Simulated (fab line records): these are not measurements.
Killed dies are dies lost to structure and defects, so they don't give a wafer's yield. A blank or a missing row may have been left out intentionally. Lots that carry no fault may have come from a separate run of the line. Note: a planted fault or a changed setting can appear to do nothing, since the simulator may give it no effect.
Struck lot and sound lot, side by side :: flow rit cmos :: 18 out of 202 route steps
Sound: the wafers L141.2, L141.3, L141.5. Struck: wafers L152.1, L152.2, L152.3. The cause is named last.
Each step with rows lists, per side, the tool, then ch with its chambers, then its first start. Under that, the readings that differ: sound wafers :: struck wafers :: difference of the means :: sigmas: that difference in standard deviations of wafers without a fault.
alike: readings with means less than 2 such deviations apart, plus words and numbers identical on both sides. not compared: withheld readings, readings lacking a value on some wafer, bounds such as >300 that could conceal the same value, and numbers that have no deviation in the record and whose values overlap.
The two part at a step that has a row with sigmas, a row that says differs or no value, or rows on one side only. Non-overlapping numbers with no deviation appear without sigmas and do not part them. Lack of a reading on every wafer of one side parts them only where that side has two or more wafers.

first, 1 step without rows for these wafers: RIT_CONTACT_HARDBAKE_10 (time 60 s).
RIT_CONTACT_ETCH_11: etches SiO2 in CHF3/CF4/Ar, stops on TiSi2, target depth 480 nm, time 320 s.
  sound on rie diel-02 ch 0,2,3, day 3 14:36; struck on rie diel-03 ch 0,2,3, day 6 02:15
  alike: drypump motor current A, oes product au, throttle valve pct
  not compared: rf hours counter h
RIT_CONTACT_STRIP_12: strips in O2, time 180 s.
  sound on plasma asher-02 ch 0,1, day 3 14:47; struck on plasma asher-04 ch 0,1, day 6 02:27
  alike: drypump motor current A
  not compared: rf hours counter h
RIT_CONTACT_CD_MEAS_90 targets a cd of 1000 nm.
  sound: cd sem-01 at day 3 14:59; struck: cd sem-01 at day 6 02:37
  alike: cd nm
then, 2 steps without rows for these wafers: RIT_CONTACT_CLEAN_13 (cleans in SC1, time 600 s); RIT_CONTACT_CLEAN_14 (cleans in SC2, time 600 s).
RIT_M1_SPUTTER_00: material Al, target thk 400 nm, time 500 s.
  sound: pvd sputter-04 at day 3 15:26; struck: pvd sputter-04 at day 6 03:07
  alike: throttle valve pct
RIT_M1_RS_MEAS_01: a four-point-probe measurement.
  sound: film metro-02 at day 3 15:45; struck: film metro-04 at day 6 03:24
  alike: M1_AL_RS
RIT_M1_THK_MEAS_02: measures by xrf.
  sound: film metro-02 at day 3 15:52; struck: film metro-04 at day 6 03:31
  alike: M1_AL_THK
then, 3 steps without rows for these wafers: RIT_M1_HMDS_03 (prime time 60 s); RIT_M1_COAT_04 (resist thk 1300 nm); RIT_M1_SOFTBAKE_05 (time 60 s).
RIT_M1_EXPOSE_06: exposes mask M12, target cd 2600 nm.
  sound on iline stepper-01 ch 0, day 3 16:31; struck on iline stepper-01 ch 0, day 6 04:02
reading: model.M1.overlay x nm (nm)
sound: -0.5718 -0.5718 -0.5718
struck: 359.1 359.1 359.1
difference: +359.7
sigmas: 
  alike: mask, exposure dose mJ cm2, reticle temp C
then, 2 steps without rows for these wafers: RIT_M1_PEB_07; RIT_M1_DEVELOP_08 (develop time 68 s).
RIT_M1_CD_MEAS_09 targets a cd of 2600 nm.
  sound: cd sem-01 at day 3 17:03; struck: cd sem-01 at day 6 04:32
reading: cd nm (nm)
sound: 2602.1 2604.7 2605.3
struck: 2597.2 2597.3 2597.5
difference: -6.7
sigmas: -3
RIT_M1_OVL_MEAS_10:
  sound: overlay-01 at day 3 17:09; struck: overlay-02 at day 6 04:52
reading: M1_OVL (nm)
sound: -3.2 -2.5 -2.6
struck: 358.7 359.7 358.1
difference: +361.6
sigmas: +99 or more
  not compared: hold
RIT_M1_PROBE_99:
  the record has rows for the sound wafers here (prober-02, day 3 19:44) and none for the struck ones

== WHERE THEY PART ==
Earliest at RIT_M1_CD_MEAS_09; latest, in this record, at RIT_M1_PROBE_99.

WHY: the cause the simulator had injected
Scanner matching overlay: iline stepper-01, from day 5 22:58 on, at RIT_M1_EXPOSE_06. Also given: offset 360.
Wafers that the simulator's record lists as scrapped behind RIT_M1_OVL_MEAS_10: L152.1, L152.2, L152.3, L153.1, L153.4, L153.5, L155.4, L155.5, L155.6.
